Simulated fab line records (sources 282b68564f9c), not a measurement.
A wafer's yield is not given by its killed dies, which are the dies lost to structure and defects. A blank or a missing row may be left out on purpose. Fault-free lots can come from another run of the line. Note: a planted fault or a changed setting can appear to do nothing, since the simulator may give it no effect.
Shared-tool check ; flow rit cmos ; Sample size 15 lots and 45 wafers

REASON FOR OPENING
At RIT_PWELL_TW_MEAS_10 the reading PWELL_TW is flagged on 3 of 15 lots. Fault-free wafers read 966, with a standard deviation of 6.2.
Rule: a lot gets a flag if all its wafers with a number sit over 4 standard deviations from that mean, or if no wafer of it has a number. As for the other lots, they are considered sound.

lot;measured;on;PWELL_TW, wafer by wafer;flag
L796;day 1 22:43;film metro-03;960 956 953;
L797;day 2 05:11;film metro-03;961 960 957;
L799;day 2 16:05;film metro-04;975 975 976;
L800;day 2 21:11;film metro-04;976 972 974;
L801;day 3 02:26;film metro-03;958 963 954;
L803;day 3 11:29;film metro-02;962 964 968;
L806;day 4 06:19;film metro-03;962 963 967;
L807;day 4 07:13;film metro-03;30 30 30;FLAGGED
L808;day 4 10:43;film metro-03;30 30 30;FLAGGED
L809;day 4 15:50;film metro-02;30 30 30;FLAGGED
L811;day 5 01:37;film metro-03;958 958 956;
L816;day 6 02:31;film metro-02;972 964 971;
L817;day 6 07:52;film metro-03;957 960 958;
L818;day 6 13:38;film metro-03;958 958 959;
L819;day 6 19:38;film metro-02;968 966 970;
Averaged over the flagged lots the numbers come to 30, -936 from the usual (-99 or more standard deviations).

WHICH TOOL RAN EACH LOT
The record keeps 1 process step preceding the reading, out of 202 steps on the route. Read each cell as the tool, then ch plus the chambers that the sampled wafers visited, then the start.
lot;flag;RIT_NWELL_STRIP_09
L796;;plasma asher-03 ch 0,1, day 1 20:45
L797;;plasma asher-01 ch 0,1, day 2 03:08
L799;;plasma asher-04 ch 0,1, day 2 14:21
L800;;plasma asher-01 ch 0,1, day 2 19:24
L801;;plasma asher-03 ch 0,1, day 3 00:41
L803;;plasma asher-04 ch 0,1, day 3 09:38
L806;;plasma asher-03 ch 0,1, day 4 04:26
L807;FLAGGED;plasma asher-04 ch 0,1, day 4 05:29
L808;FLAGGED;plasma asher-03 ch 0,1, day 4 08:47
L809;FLAGGED;plasma asher-03 ch 0,1, day 4 14:08
L811;;plasma asher-01 ch 0,1, day 4 23:47
L816;;plasma asher-04 ch 0,1, day 6 00:42
L817;;plasma asher-03 ch 0,1, day 6 05:56
L818;;plasma asher-03 ch 0,1, day 6 11:55
L819;;plasma asher-04 ch 0,1, day 6 17:57
What is done by these steps:
- RIT_NWELL_STRIP_09: strips in O2, time 180 s.
- RIT_PWELL_TW_MEAS_10

FLAGGED AGAINST TOTAL, ONE TOOL AT A TIME (gauges that did the reading follow at the end)
step;tool;lots run;flagged;share of the flagged lots;sound lots run after its first flagged lot
RIT_NWELL_STRIP_09;plasma asher-01;3;0;none;-
RIT_NWELL_STRIP_09;plasma asher-03;7;2;some;2 (L817,L818)
RIT_NWELL_STRIP_09;plasma asher-04;5;1;some;2 (L816,L819)
RIT_PWELL_TW_MEAS_10;film metro-02;4;1;some;2 (L816,L819)
RIT_PWELL_TW_MEAS_10;film metro-03;9;2;some;3 (L811,L817,L818)
RIT_PWELL_TW_MEAS_10;film metro-04;2;0;none;-

WHAT IS ALLOWED BY THE TABLE
No row of the table ran every flagged lot.

WHAT WAS PUT IN BY THE SIMULATOR
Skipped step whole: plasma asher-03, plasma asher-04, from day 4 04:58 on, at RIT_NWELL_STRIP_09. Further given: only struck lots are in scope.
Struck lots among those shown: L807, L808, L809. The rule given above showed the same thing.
